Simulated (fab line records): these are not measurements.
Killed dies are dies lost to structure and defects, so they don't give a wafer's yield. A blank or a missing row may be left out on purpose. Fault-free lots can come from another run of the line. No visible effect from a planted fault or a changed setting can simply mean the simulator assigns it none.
Split-lot study / flow ritCmos / 27 wafers read from 5 lots, route of 202 steps

ON THE SPLIT
At RIT_SPACER_ETCHBACK_05 (etches Si3N4 in SF6/CHF3, stops on SiO2, target depth 250 nm, time 240 s), the setting targetDepthA was moved away from the recipe's 2500 angstrom on 9 of the 27 wafers read, by -24.1% to +29.6%. The other wafers ran this setting at the recipe's value.

The split's own step is where the reading is taken.

THE READING
oesProductAu, in a.u., at RIT_SPACER_ETCHBACK_05 (etches Si3N4 in SF6/CHF3, stops on SiO2, target depth 250 nm, time 240 s). A value of 0.838 a.u. with a standard deviation of 0.017 a.u. is what fault-free wafers of this fab line usually give.

wafer=L075.1; tool, chamber at the split=rieDiel-02, 2; targetDepthA as run, angstrom=2500; against the recipe=recipe; oesProductAu, a.u.=0.856; against lot-mates on the recipe=-
wafer=L075.2; tool, chamber at the split=rieDiel-02, 3; targetDepthA as run, angstrom=2500; against the recipe=recipe; oesProductAu, a.u.=0.872; against lot-mates on the recipe=-
wafer=L075.5; tool, chamber at the split=rieDiel-02, 3; targetDepthA as run, angstrom=2500; against the recipe=recipe; oesProductAu, a.u.=0.876; against lot-mates on the recipe=-
wafer=L076.1; tool, chamber at the split=rieDiel-04, 2; targetDepthA as run, angstrom=2500; against the recipe=recipe; oesProductAu, a.u.=0.825; against lot-mates on the recipe=-
wafer=L076.2; tool, chamber at the split=rieDiel-04, 1; targetDepthA as run, angstrom=2500; against the recipe=recipe; oesProductAu, a.u.=0.830; against lot-mates on the recipe=-
wafer=L076.3; tool, chamber at the split=rieDiel-04, 0; targetDepthA as run, angstrom=3229; against the recipe=+29.2%; oesProductAu, a.u.=0.727; against lot-mates on the recipe=-0.105
wafer=L076.4; tool, chamber at the split=rieDiel-04, 3; targetDepthA as run, angstrom=2500; against the recipe=recipe; oesProductAu, a.u.=0.841; against lot-mates on the recipe=-
wafer=L076.5; tool, chamber at the split=rieDiel-04, 1; targetDepthA as run, angstrom=3229; against the recipe=+29.2%; oesProductAu, a.u.=0.719; against lot-mates on the recipe=-0.113
wafer=L076.6; tool, chamber at the split=rieDiel-04, 2; targetDepthA as run, angstrom=3229; against the recipe=+29.2%; oesProductAu, a.u.=0.712; against lot-mates on the recipe=-0.120
wafer=L079.1; tool, chamber at the split=rieDiel-04, 2; targetDepthA as run, angstrom=2500; against the recipe=recipe; oesProductAu, a.u.=0.804; against lot-mates on the recipe=-
wafer=L079.2; tool, chamber at the split=rieDiel-04, 3; targetDepthA as run, angstrom=2500; against the recipe=recipe; oesProductAu, a.u.=0.838; against lot-mates on the recipe=-
wafer=L079.3; tool, chamber at the split=rieDiel-04, 0; targetDepthA as run, angstrom=1898; against the recipe=-24.1%; oesProductAu, a.u.=0.961; against lot-mates on the recipe=+0.141
wafer=L079.4; tool, chamber at the split=rieDiel-04, 1; targetDepthA as run, angstrom=1898; against the recipe=-24.1%; oesProductAu, a.u.=0.944; against lot-mates on the recipe=+0.124
wafer=L079.5; tool, chamber at the split=rieDiel-04, 3; targetDepthA as run, angstrom=1898; against the recipe=-24.1%; oesProductAu, a.u.=0.976; against lot-mates on the recipe=+0.156
wafer=L079.6; tool, chamber at the split=rieDiel-04, 0; targetDepthA as run, angstrom=2500; against the recipe=recipe; oesProductAu, a.u.=0.819; against lot-mates on the recipe=-
wafer=L081.1; tool, chamber at the split=rieDiel-04, 2; targetDepthA as run, angstrom=2500; against the recipe=recipe; oesProductAu, a.u.=0.828; against lot-mates on the recipe=-
wafer=L081.2; tool, chamber at the split=rieDiel-04, 1; targetDepthA as run, angstrom=3241; against the recipe=+29.6%; oesProductAu, a.u.=0.717; against lot-mates on the recipe=-0.112
wafer=L081.3; tool, chamber at the split=rieDiel-04, 0; targetDepthA as run, angstrom=2500; against the recipe=recipe; oesProductAu, a.u.=0.840; against lot-mates on the recipe=-
wafer=L081.4; tool, chamber at the split=rieDiel-04, 3; targetDepthA as run, angstrom=3241; against the recipe=+29.6%; oesProductAu, a.u.=0.729; against lot-mates on the recipe=-0.100
wafer=L081.5; tool, chamber at the split=rieDiel-04, 1; targetDepthA as run, angstrom=3241; against the recipe=+29.6%; oesProductAu, a.u.=0.712; against lot-mates on the recipe=-0.117
wafer=L081.6; tool, chamber at the split=rieDiel-04, 2; targetDepthA as run, angstrom=2500; against the recipe=recipe; oesProductAu, a.u.=0.820; against lot-mates on the recipe=-
wafer=L085.1; tool, chamber at the split=rieDiel-04, 1; targetDepthA as run, angstrom=2500; against the recipe=recipe; oesProductAu, a.u.=0.816; against lot-mates on the recipe=-
wafer=L085.2; tool, chamber at the split=rieDiel-04, 2; targetDepthA as run, angstrom=2500; against the recipe=recipe; oesProductAu, a.u.=0.813; against lot-mates on the recipe=-
wafer=L085.3; tool, chamber at the split=rieDiel-04, 0; targetDepthA as run, angstrom=2500; against the recipe=recipe; oesProductAu, a.u.=0.826; against lot-mates on the recipe=-
wafer=L085.4; tool, chamber at the split=rieDiel-04, 3; targetDepthA as run, angstrom=2500; against the recipe=recipe; oesProductAu, a.u.=0.836; against lot-mates on the recipe=-
wafer=L085.5; tool, chamber at the split=rieDiel-04, 0; targetDepthA as run, angstrom=2500; against the recipe=recipe; oesProductAu, a.u.=0.825; against lot-mates on the recipe=-
wafer=L085.6; tool, chamber at the split=rieDiel-04, 1; targetDepthA as run, angstrom=2500; against the recipe=recipe; oesProductAu, a.u.=0.828; against lot-mates on the recipe=-

THE FIT
A straight line over all 27 wafers: oesProductAu changes by -0.00431 a.u. for each +1% of targetDepthA; r = -0.97; the points scatter about the line by 0.019 a.u.
The same after taking each lot's own level away (the mean of its wafers on the recipe; 27 wafers): -0.00441 a.u. for each +1%; r = -0.98; scatter 0.016 a.u.
According to that fit, moving targetDepthA by its largest amount changes the reading by 0.13 a.u.
The lots' own levels span 0.8203 to 0.8680 a.u., that is 2.8 times the standard deviation above.
So the lot-to-lot level changes the slope little: the two slopes agree.
Check: -0.125 a.u. against its lot-mates is what the line predicts for one of the wafers moved furthest among these (+29.6%) when that wafer is left out of the fit. It came out at -0.112 a.u. against them.
Tool readings at the split's step, against how far the setting was moved: oesProductAu r = -0.97.

THE OTHER SPLITS THESE WAFERS WENT THROUGH
Before the reading, these wafers also passed through other splits. Each is held against what the fit with the lots' levels taken away leaves over:
other split on the same wafers=RIT_ACTIVE_CVD_03 timeS; wafers away from the commonest value=18; r with oesProductAu (lot level and that fit taken away)=+0.35
other split on the same wafers=RIT_ACTIVE_DEVELOP_10 developTimeS; wafers away from the commonest value=9; r with oesProductAu (lot level and that fit taken away)=+0.28
other split on the same wafers=RIT_GATE_DEVELOP_15 developTimeS; wafers away from the commonest value=12; r with oesProductAu (lot level and that fit taken away)=+0.03

THE WHOLE CHAIN: every reading that the file lists as answering this split, in the file's order
step=RIT_SPACER_ETCHBACK_05; what it does=etches Si3N4 in SF6/CHF3, stops on SiO2, target depth 250 nm, time 240 s; reading=oesProductAu; change (the file's fit)=-0.0043 a.u. for each +1% of the setting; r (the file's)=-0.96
step=RIT_SPACER_ETCHBACK_05; what it does=etches Si3N4 in SF6/CHF3, stops on SiO2, target depth 250 nm, time 240 s; reading=poly-Si_of_GATE_CVD_08.thkNm (the simulator's own value, which no gauge read); change (the file's fit)=-0.53 nm for each +1% of the setting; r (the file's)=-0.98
step=RIT_SPACER_ETCHBACK_05; what it does=etches Si3N4 in SF6/CHF3, stops on SiO2, target depth 250 nm, time 240 s; reading=Si3N4_of_SPACER_CVD_03.thkNm (the simulator's own value, which no gauge read); change (the file's fit)=-0.442 nm for each +1% of the setting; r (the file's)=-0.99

THE FILE'S OWN FIT
oesProductAu changes by -0.0043 a.u. for each +1% of targetDepthA, r = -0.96.
